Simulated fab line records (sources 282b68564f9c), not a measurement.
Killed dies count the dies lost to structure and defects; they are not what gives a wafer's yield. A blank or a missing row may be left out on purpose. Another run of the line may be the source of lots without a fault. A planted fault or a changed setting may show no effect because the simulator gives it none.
fab line records    flow ritCmos
[record] lots = 14  wafers = 42  lastDay = 7
route steps=202 shown FOX1@21 GATE@92 NSD@133 PSD@151 M1@202
lots with no fault: from the same line, run without faults
startH: hours from the record's opening day to when the first of the lot's shown wafers began    waitH: time in hours since the lot's previous step    " same as the row above    L1.1+2: several wafers, shown together as one row    - either no value or no given start    * or withheld: withheld    < > ~ a bound
route shown NAME@n: names a module that has steps shown in the file, with the first one's number in the route    usual: mean/standard deviation taken from wafers without a fault    same: alike in all rows    chamber/n: place in a boat    sites: the reading at each site    _std_site: their standard deviation    _edge_site: outer sites' mean less inner sites'    radiusMm: for every site, how far away it sits from the centre of the wafer    mask NAME#n: copy n    behind: the tool/chamber that last shaped the wafer    hold: reason for holding the lot/hours on hold/outcome of the hold    device: names the non-switching transistor (n, p or np)    end of line: tests run on the same wafers once the route is complete    a step with no rows: only its recipe    killed: dies that structure and defects cost at the first sort, which is not the same as the wafer's yield    map: dies across one wafer; x = killed, . = not, _ = none there
set.NAME: the setting that was run; set.NAME@STEP: the one run at that earlier step    model.NAME: the simulator's own value behind a step, which no gauge read
route steps across a sampled set of lots; one table per step, one row per wafer
services: when a tool's chamber went out of use (startH, in hours from the record's first day, below 0 if earlier), for how many hours, and the reason
[[steps]]
[step RIT_FOX1_THK_MEAS_01]
[recipe] reads = SiO2_of_FOX1_OXIDATION_00
[usual] FOX1_OXIDE_THK = 348/6.3
lot.wafer  tool          chamber  startH  waitH  FOX1_OXIDE_THK[nm]
L803.1     filmMetro-04  -        17.64   0.0    335
L803.3     "             -        "       "      341
L803.5     "             -        "       "      344
L804.1     filmMetro-03  -        21.82   0.0    350
L804.2     "             -        "       "      348
L804.4     "             -        "       "      346
L805.3     filmMetro-02  -        28.39   0.0    345
L805.5     "             -        "       "      352
L805.6     "             -        "       "      338
L806.3     filmMetro-02  -        32.48   0.0    354
L806.4     "             -        "       "      349
L806.6     "             -        "       "      355
L807.1     filmMetro-02  -        38.67   0.0    334
L807.2     "             -        "       "      335
L807.3     "             -        "       "      340
L808.3     filmMetro-04  -        42.00   0.0    358
L808.4     "             -        "       "      361
L808.5     "             -        "       "      356
L810.1     filmMetro-04  -        51.98   0.0    346
L810.3     "             -        "       "      348
L810.6     "             -        "       "      349
L811.2     filmMetro-04  -        57.58   0.0    354
L811.4     "             -        "       "      351
L811.5     "             -        "       "      348
L814.1     filmMetro-03  -        73.03   0.0    353
L814.4     "             -        "       "      344
L814.5     "             -        "       "      348
L817.1     filmMetro-03  -        91.27   0.0    350
L817.2     "             -        "       "      349
L817.3     "             -        "       "      347
L818.2     filmMetro-03  -        94.24   0.0    341
L818.3     "             -        "       "      342
L818.6     "             -        "       "      343
L819.1     filmMetro-04  -        97.67   0.0    357
L819.2     "             -        "       "      353
L819.5     "             -        "       "      354
L823.3     filmMetro-04  -        117.52  0.0    333
L823.5     "             -        "       "      338
L823.6     "             -        "       "      333
L825.2     filmMetro-03  -        128.18  0.0    346
L825.4     "             -        "       "      351
L825.6     "             -        "       "      345
[step RIT_GATE_CD_MEAS_16]
[recipe] targetCdNm = 150
[usual] cdNm = 150.0/2.5
lot.wafer  tool      chamber  startH  waitH  cdNm
L803.1     cdSem-01  -        36.37   -      152.1
L803.3     "         -        "       "      152.9
L803.5     "         -        "       "      153.9
L804.1     cdSem-02  -        41.09   -      149.0
L804.2     "         -        "       "      150.3
L804.4     "         -        "       "      148.6
L805.3     cdSem-02  -        48.35   -      149.1
L805.5     "         -        "       "      146.6
L805.6     "         -        "       "      146.3
L806.3     cdSem-02  -        52.63   -      153.8
L806.4     "         -        "       "      153.5
L806.6     "         -        "       "      151.5
L807.1     cdSem-02  -        57.78   -      148.0
L807.2     "         -        "       "      150.1
L807.3     "         -        "       "      152.8
L808.3     cdSem-01  -        61.65   -      147.8
L808.4     "         -        "       "      150.4
L808.5     "         -        "       "      150.0
L810.1     cdSem-02  -        72.10   -      152.2
L810.3     "         -        "       "      152.5
L810.6     "         -        "       "      151.4
L811.2     cdSem-02  -        84.28   -      148.5
L811.4     "         -        "       "      146.2
L811.5     "         -        "       "      147.7
L814.1     cdSem-02  -        95.86   -      148.6
L814.4     "         -        "       "      146.2
L814.5     "         -        "       "      148.8
L817.1     cdSem-02  -        112.56  -      149.9
L817.2     "         -        "       "      151.6
L817.3     "         -        "       "      154.2
L818.2     cdSem-02  -        116.53  -      144.2
L818.3     "         -        "       "      145.2
L818.6     "         -        "       "      144.5
L819.1     cdSem-01  -        119.75  -      150.8
L819.2     "         -        "       "      152.9
L819.5     "         -        "       "      151.4
L823.3     cdSem-02  -        136.66  -      151.0
L823.5     "         -        "       "      151.2
L823.6     "         -        "       "      151.6
L825.2     cdSem-02  -        148.71  -      147.4
L825.4     "         -        "       "      147.5
L825.6     "         -        "       "      147.2
[step RIT_NSD_SOFTBAKE_02]
[recipe] resist = NOVOLAK  tempC = 90  timeS = 60
[usual] exhaustPa = 45.0/0.95  plateTempC = 89.99/0.1  runLengthS = 89.12/0.14
lot.wafer  tool           chamber  startH  waitH  exhaustPa  plateTempC  runLengthS
L803.1     lithoTrack-03  0        46.25   0.1    43.8       89.90       88.96
L803.3     "              0        "       "      44.5       89.94       89.15
L803.5     "              0        "       "      42.4       89.97       88.99
L804.1     lithoTrack-01  0        50.52   0.1    45.7       90.20       89.13
L804.2     "              0        "       "      44.3       89.95       89.25
L804.4     "              0        "       "      43.8       89.91       89.20
L805.3     lithoTrack-02  0        57.71   0.1    46.3       89.83       89.41
L805.5     "              0        "       "      45.0       89.83       89.25
L805.6     "              0        "       "      45.5       89.94       89.06
L806.3     lithoTrack-03  0        62.05   0.1    45.4       89.94       88.90
L806.4     "              0        "       "      45.8       89.90       89.02
L806.6     "              0        "       "      45.3       89.97       88.94
L807.1     lithoTrack-03  0        68.57   0.1    46.4       90.12       88.94
L807.2     "              0        "       "      46.4       89.89       88.92
L807.3     "              0        "       "      45.5       89.99       88.92
L808.3     lithoTrack-02  0        73.16   0.1    44.7       90.03       89.46
L808.4     "              0        "       "      45.1       89.74       89.23
L808.5     "              0        "       "      44.5       90.05       89.33
L810.1     lithoTrack-03  0        81.60   0.1    45.7       89.99       89.15
L810.3     "              0        "       "      42.8       89.95       89.06
L810.6     "              0        "       "      44.3       89.82       89.03
L811.2     lithoTrack-03  0        96.34   0.1    46.6       90.10       88.91
L811.4     "              0        "       "      45.4       89.97       89.06
L811.5     "              0        "       "      46.1       89.77       88.86
L814.1     lithoTrack-01  0        106.45  0.1    43.4       90.09       89.23
L814.4     "              0        "       "      45.0       90.09       89.16
L814.5     "              0        "       "      44.4       90.06       89.48
L817.1     lithoTrack-03  0        122.27  0.1    45.3       89.94       88.95
L817.2     "              0        "       "      45.4       90.00       88.86
L817.3     "              0        "       "      45.6       89.98       89.18
L818.2     lithoTrack-02  0        126.34  0.1    44.2       90.07       91.45
L818.3     "              0        "       "      45.1       90.08       91.37
L818.6     "              0        "       "      44.4       89.96       91.53
L819.1     lithoTrack-02  0        130.16  0.1    44.3       89.92       91.37
L819.2     "              0        "       "      44.2       89.87       91.60
L819.5     "              0        "       "      46.0       90.06       91.32
L823.3     lithoTrack-03  0        146.45  0.1    45.2       89.92       88.88
L823.5     "              0        "       "      44.9       90.12       89.20
L823.6     "              0        "       "      46.1       89.99       89.06
L825.2     lithoTrack-01  0        158.07  0.1    46.9       90.04       89.17
L825.4     "              0        "       "      44.9       90.08       89.21
L825.6     "              0        "       "      44.4       90.08       89.26
[step RIT_PSD_STRIP_09]
[recipe] chemistry = O2  timeS = 180  resist = NOVOLAK  platenTempC = withheld  powerW = 500  pressureMtorr = 4000  o2FlowSccm = 4000
[usual] drypumpMotorCurrentA = 5.5/0.36
lot.wafer  tool            chamber  startH  waitH  drypumpMotorCurrentA  rfHoursCounterH
L803.1     plasmaAsher-04  1        48.55   0.1    5.2                   40
L803.3     "               1        "       "      5.2                   -
L803.5     "               1        "       "      5.2                   -
L804.1     plasmaAsher-01  0        53.21   0.1    5.3                   41
L804.2     "               1        "       "      5.3                   41
L804.4     "               1        "       "      5.2                   -
L805.3     plasmaAsher-01  1        60.03   0.1    5.3                   -
L805.5     "               1        "       "      5.3                   -
L805.6     "               0        "       "      5.3                   -
L806.3     plasmaAsher-04  1        64.49   0.1    5.2                   -
L806.4     "               0        "       "      5.9                   -
L806.6     "               1        "       "      5.2                   -
L807.1     plasmaAsher-04  0        71.13   0.1    6.0                   42
L807.2     "               1        "       "      5.2                   42
L807.3     "               1        "       "      5.2                   -
L808.3     plasmaAsher-03  0        75.73   0.1    5.9                   -
L808.4     "               1        "       "      5.0                   -
L808.5     "               1        "       "      5.0                   -
L810.1     plasmaAsher-04  0        84.03   0.1    6.0                   43
L810.3     "               1        "       "      5.2                   -
L810.6     "               0        "       "      5.9                   -
L811.2     plasmaAsher-04  1        98.75   0.1    5.2                   44
L811.4     "               1        "       "      5.2                   -
L811.5     "               0        "       "      5.9                   -
L814.1     plasmaAsher-04  1        108.88  0.1    5.2                   46
L814.4     "               1        "       "      5.2                   -
L814.5     "               0        "       "      5.9                   -
L817.1     plasmaAsher-01  1        124.97  0.1    5.3                   1
L817.2     "               0        "       "      5.3                   1
L817.3     "               0        "       "      5.4                   -
L818.2     plasmaAsher-01  1        128.80  0.1    5.2                   1
L818.3     "               1        "       "      5.2                   -
L818.6     "               0        "       "      5.3                   -
L819.1     plasmaAsher-04  0        132.46  0.1    5.9                   49
L819.2     "               1        "       "      5.2                   49
L819.5     "               1        "       "      5.2                   -
L823.3     plasmaAsher-04  0        148.88  0.1    5.9                   -
L823.5     "               1        "       "      5.2                   -
L823.6     "               0        "       "      5.9                   -
L825.2     plasmaAsher-04  1        160.75  0.1    5.2                   52
L825.4     "               1        "       "      5.2                   -
L825.6     "               1        "       "      5.2                   -
[step RIT_M1_PROBE_99]
[usual] killed_at_M0_to_M3 = 0.0/0.12  killedAtContacts = 0.1/0.31  killedAtFrontEnd = 6.8/2.7  killedDies = 6.9/2.7  killedOpen = 3.3/1.8  killedShort = 3.5/1.8
[same] grossDies = 264  killed_at_M4_up = 0  killedAtBackSide = 0  killedAtOther = 0
lot.wafer  tool       chamber  startH  waitH  killed_at_M0_to_M3  killedAtContacts  killedAtFrontEnd  killedDies  killedOpen  killedShort
L803.1     prober-01  -        58.67   0.1    0                   0                 7                 7           5           2
L803.3     prober-01  -        58.77   0.2    0                   0                 9                 9           5           4
L803.5     prober-01  -        58.87   0.2    0                   0                 9                 9           2           6
L804.1     prober-01  -        61.46   0.1    0                   0                 4                 4           2           2
L804.2     prober-01  -        61.51   0.1    0                   0                 4                 4           3           1
L804.4     prober-01  -        61.61   0.2    0                   0                 6                 6           2           4
L805.3     prober-01  -        68.07   0.2    0                   0                 2                 2           0           2
L805.5     prober-01  -        68.17   0.2    0                   0                 2                 2           1           1
L805.6     prober-01  -        68.22   0.2    1                   1                 3                 5           1           4
L806.3     prober-02  -        74.35   0.2    0                   0                 3                 3           2           1
L806.4     prober-02  -        74.40   0.2    0                   0                 2                 2           1           1
L806.6     prober-02  -        74.50   0.2    0                   0                 7                 7           3           4
L807.1     prober-01  -        80.61   0.1    0                   0                 6                 6           1           5
L807.2     prober-01  -        80.66   0.1    0                   0                 7                 7           4           3
L807.3     prober-01  -        80.71   0.2    0                   0                 8                 8           5           3
L808.3     prober-02  -        86.53   0.2    0                   0                 10                10          7           3
L808.4     prober-02  -        86.58   0.2    0                   0                 6                 6           2           4
L808.5     prober-02  -        86.63   0.2    0                   0                 2                 2           0           2
L810.1     prober-02  -        92.06   0.1    0                   0                 3                 3           1           2
L810.3     prober-02  -        92.16   0.2    0                   0                 8                 8           3           5
L810.6     prober-02  -        92.31   0.2    0                   0                 4                 4           2           2
L811.2     prober-01  -        107.00  0.1    0                   0                 7                 7           3           4
L811.4     prober-01  -        107.10  0.2    0                   0                 14                14          8           6
L811.5     prober-01  -        107.15  0.2    1                   0                 6                 7           4           3
L814.1     prober-01  -        116.91  0.1    0                   0                 7                 7           4           3
L814.4     prober-01  -        117.06  0.2    0                   0                 7                 7           1           6
L814.5     prober-01  -        117.11  0.2    0                   0                 7                 7           5           2
L817.1     prober-02  -        134.44  0.1    0                   0                 4                 4           2           2
L817.2     prober-02  -        134.49  0.1    0                   0                 6                 6           3           2
L817.3     prober-02  -        134.54  0.2    0                   0                 10                10          7           3
L818.2     prober-01  -        137.15  0.1    0                   0                 5                 5           3           2
L818.3     prober-01  -        137.20  0.2    0                   1                 7                 8           6           2
L818.6     prober-01  -        137.35  0.2    0                   0                 5                 5           4           1
L819.1     prober-02  -        140.89  0.1    0                   0                 3                 3           2           1
L819.2     prober-02  -        140.94  0.1    0                   0                 5                 5           4           1
L819.5     prober-02  -        141.09  0.2    0                   0                 6                 6           2           4
L823.3     prober-02  -        156.94  0.2    0                   0                 7                 7           4           3
L823.5     prober-02  -        157.04  0.2    0                   0                 8                 8           2           6
L823.6     prober-02  -        157.09  0.2    0                   0                 4                 4           3           1
L825.2     prober-02  -        168.70  0.1    0                   0                 7                 7           4           2
L825.4     prober-02  -        168.80  0.2    0                   0                 7                 7           5           2
L825.6     prober-02  -        168.90  0.2    0                   0                 9                 9           3           5
// killed by level:class
L803.1 GATE:geometricParticle:open=2 GATE:geometricParticle:short=2 FOX1:geometricParticle:open=1 REOX:geometricParticle:open=1 SILICIDE:geometricParticle:open=1
L803.3 GATE:geometricParticle:open=4 FOX2:geometricParticle:short=1 GATE:geometricParticle:short=1 SPACER:geometricParticle:short=1 SILICIDE:geometricParticle:open=1 SILICIDE:geometricParticle:short=1
L803.5 GATE:geometricParticle:short=4 FOX2:geometricParticle:short=1 FOX2:geometricParticle:open=1 GATE:geometricParticle:open=1 REOX:geometricParticle:short=1 NWELL:coatMicrobubblePrinted=1
L804.1 GATE:geometricParticle:open=1 GATE:geometricParticle:short=1 REOX:geometricParticle:short=1 SILICIDE:geometricParticle:open=1
L804.2 GATE:geometricParticle:open=2 FOX1:geometricParticle:open=1 GATE:geometricParticle:short=1
L804.4 REOX:geometricParticle:short=2 GATE:geometricParticle:open=1 GATE:geometricParticle:short=1 SPACER:geometricParticle:open=1 SPACER:geometricParticle:short=1
L805.3 FOX1:geometricParticle:short=1 GATE:geometricParticle:short=1
L805.5 GATE:geometricParticle:short=1 GATE:geometricParticle:open=1
L805.6 FOX1:geometricParticle:open=1 FOX1:geometricParticle:short=1 REOX:geometricParticle:short=1 CONTACT:geometricParticle:short=1 M1:geometricParticle:short=1
L806.3 REOX:geometricParticle:open=2 FOX1:geometricParticle:short=1
L806.4 FOX1:geometricParticle:open=1 FOX1:geometricParticle:short=1
L806.6 GATE:geometricParticle:short=3 GATE:geometricParticle:open=2 FOX1:geometricParticle:open=1 FOX1:geometricParticle:short=1
L807.1 GATE:geometricParticle:short=3 SPACER:geometricParticle:open=1 SPACER:geometricParticle:short=1 SILICIDE:geometricParticle:short=1
L807.2 FOX2:geometricParticle:short=2 REOX:geometricParticle:open=2 GATE:geometricParticle:open=1 SPACER:geometricParticle:short=1 SPACER:geometricParticle:open=1
L807.3 GATE:geometricParticle:open=3 FOX1:geometricParticle:short=2 SILICIDE:geometricParticle:open=2 GATE:geometricParticle:short=1
L808.3 GATE:geometricParticle:open=5 FOX1:geometricParticle:open=2 GATE:geometricParticle:short=2 FOX1:geometricParticle:short=1
L808.4 REOX:geometricParticle:short=2 ACTIVE:geometricParticle:short=1 FOX2:geometricParticle:open=1 GATE:geometricParticle:short=1 REOX:geometricParticle:open=1
L808.5 FOX1:geometricParticle:short=1 GATE:geometricParticle:short=1
L810.1 FOX1:geometricParticle:short=1 SPACER:geometricParticle:open=1 SILICIDE:geometricParticle:short=1
L810.3 GATE:geometricParticle:short=2 ACTIVE:geometricParticle:short=1 FOX1:geometricParticle:open=1 FOX1:geometricParticle:short=1 GATE:geometricParticle:open=1 REOX:geometricParticle:short=1 SILICIDE:geometricParticle:open=1
L810.6 FOX1:geometricParticle:open=1 GATE:geometricParticle:short=1 SPACER:geometricParticle:open=1 SPACER:geometricParticle:short=1
L811.2 REOX:geometricParticle:short=2 REOX:geometricParticle:open=2 SPACER:geometricParticle:short=1 SILICIDE:geometricParticle:open=1 SILICIDE:geometricParticle:short=1
L811.4 FOX1:geometricParticle:short=3 FOX1:geometricParticle:open=2 REOX:geometricParticle:open=2 SILICIDE:geometricParticle:open=2 GATE:geometricParticle:open=1 REOX:geometricParticle:short=1 SPACER:geometricParticle:short=1 SPACER:geometricParticle:open=1
L811.5 FOX1:geometricParticle:open=2 GATE:geometricParticle:short=2 GATE:geometricParticle:open=1 SILICIDE:geometricParticle:open=1 M1:geometricParticle:short=1
L814.1 GATE:geometricParticle:open=2 SILICIDE:geometricParticle:short=2 GATE:geometricParticle:short=1 REOX:geometricParticle:open=1 SILICIDE:geometricParticle:open=1
L814.4 FOX2:geometricParticle:short=2 SILICIDE:geometricParticle:short=2 GATE:geometricParticle:open=1 GATE:geometricParticle:short=1 REOX:geometricParticle:short=1
L814.5 GATE:geometricParticle:open=3 FOX1:geometricParticle:open=1 FOX2:geometricParticle:open=1 GATE:geometricParticle:short=1 SILICIDE:geometricParticle:short=1
L817.1 GATE:geometricParticle:short=2 GATE:geometricParticle:open=1 SILICIDE:geometricParticle:open=1
L817.2 SPACER:geometricParticle:short=2 GATE:geometricParticle:open=1 SPACER:geometricParticle:open=1 SILICIDE:geometricParticle:open=1 PLDD:coatMicrobubblePrinted=1
L817.3 FOX1:geometricParticle:open=2 GATE:geometricParticle:open=2 SPACER:geometricParticle:open=2 FOX2:geometricParticle:open=1 GATE:geometricParticle:short=1 SPACER:geometricParticle:short=1 SILICIDE:geometricParticle:short=1
L818.2 GATE:geometricParticle:short=2 FOX1:geometricParticle:open=1 GATE:geometricParticle:open=1 SPACER:geometricParticle:open=1
L818.3 REOX:geometricParticle:short=2 SPACER:geometricParticle:open=2 FOX1:geometricParticle:open=1 FOX2:geometricParticle:open=1 GATE:geometricParticle:open=1 CONTACT:geometricParticle:open=1
L818.6 SILICIDE:geometricParticle:open=2 GATE:geometricParticle:short=1 GATE:geometricParticle:open=1 SPACER:geometricParticle:open=1
L819.1 GATE:geometricParticle:open=1 REOX:geometricParticle:short=1 SILICIDE:geometricParticle:open=1
L819.2 SPACER:geometricParticle:open=2 FOX2:geometricParticle:open=1 SPACER:geometricParticle:short=1 SILICIDE:geometricParticle:open=1
L819.5 REOX:geometricParticle:short=2 FOX1:geometricParticle:short=1 FOX1:geometricParticle:open=1 GATE:geometricParticle:open=1 SPACER:geometricParticle:short=1
L823.3 SPACER:geometricParticle:open=3 SPACER:geometricParticle:short=2 REOX:geometricParticle:short=1 REOX:geometricParticle:open=1
L823.5 GATE:geometricParticle:short=4 GATE:geometricParticle:open=1 REOX:geometricParticle:short=1 SPACER:geometricParticle:open=1 SPACER:geometricParticle:short=1
L823.6 SPACER:geometricParticle:open=2 REOX:geometricParticle:short=1 REOX:geometricParticle:open=1
L825.2 GATE:geometricParticle:open=2 FOX1:geometricParticle:open=1 GATE:geometricParticle:short=1 REOX:geometricParticle:open=1 SPACER:geometricParticle:short=1 PWELL:coatMicrobubblePrinted=1
L825.4 GATE:geometricParticle:open=5 FOX1:geometricParticle:short=1 GATE:geometricParticle:short=1
L825.6 FOX1:geometricParticle:short=3 GATE:geometricParticle:open=2 GATE:geometricParticle:short=2 REOX:geometricParticle:open=1 NWELL:coatMicrobubblePrinted=1
[[services]]
tool            chamber  startH  hours  kind
plasmaAsher-01  -        31.89   11.1   repair
plasmaAsher-01  -        108.75  9.0    pm
plasmaAsher-01  0        108.75  9.0    ventCycle
plasmaAsher-01  1        108.75  9.0    ventCycle
plasmaAsher-04  -        116.28  1.5    repair
plasmaAsher-01  0        117.75  -      clean
plasmaAsher-01  1        117.75  -      clean
[[key]]
[firstSign] step = RIT_NSD_SOFTBAKE_02  reading = runLengthS  direction = up  sigmas = 16  usual = *  struck = *
effect none on later readings
metAt RIT_NSD_SOFTBAKE_02
struckLots L818,L819
testerLeftOut L818,L819
notActingAt RIT_FOX1_THK_MEAS_01,RIT_GATE_CD_MEAS_16,RIT_PSD_STRIP_09
onsetBetween 73.16 126.34
[fault] kind = processParameterDrift  tool = lithoTrack-02  chamber = -  onsetH = 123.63  steps = RIT_NSD_SOFTBAKE_02  channel = timeS  offset = *  shape = step  endH = 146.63  actsIn = *  stated = *
// testerLeftOut: of these lots the tester's yield and bins aren't shown, on N5 and GAA mostly nor the transistor test; their killed dies are dies lost to structure and defects alone, not to doping, threshold or leakage, so they don't give the yield
